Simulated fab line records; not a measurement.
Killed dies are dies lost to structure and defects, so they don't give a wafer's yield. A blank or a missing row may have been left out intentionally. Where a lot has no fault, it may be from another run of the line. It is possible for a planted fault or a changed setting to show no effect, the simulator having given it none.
Chamber matching    flow berkeley cmos170    rie diel-04 running UCB170_CONTACT_ETCH_17: 4 sister chambers
The step etches BARC in N2/H2. 4 wafers are shown with their chamber, then 8 later ones without.

WAFERS WITH THEIR CHAMBER
wafer   chamber  throttle valve pct (%)
L077.5  2        13.43
L086.1  3        13.34
L086.6  1        13.13
L091.3  0        13.45

WAFERS WITHOUT THEIR CHAMBER
wafer   throttle valve pct (%)
L091.4  13.36
L091.5  13.12
L095.2  13.45
L095.3  13.12
L095.4  13.37
L097.1  13.42
L097.2  13.47
L097.6  13.12

EACH ONE'S CHAMBER
wafer   from the rows above      in truth
L091.4  3                        3
L091.5  1                        1
L095.2  can't be placed: 0 or 2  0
L095.3  1                        1
L095.4  can't be placed: 3 or 2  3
L097.1  can't be placed: 2 or 0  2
L097.2  can't be placed: 0 or 2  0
L097.6  1                        1
Correctly placed: 4 of 8. Can't be placed from these rows: 4 (the true chamber is among the candidates in 4). 0 placed wrongly.
How it was worked out, from the rows above alone: a wafer's distance from a chamber is the root of the sum, over the readings, of the square of ((its reading less the chamber's mean) divided by the reading's scatter). The wafer belongs to the nearest chamber; if the next one is less than 2 further off, it can't be placed. A chamber's mean is the mean of its shown wafers. The scatter (one wafer shown for each chamber): square how far every hidden wafer sits from the nearest shown wafer, average those squares and take the square root.
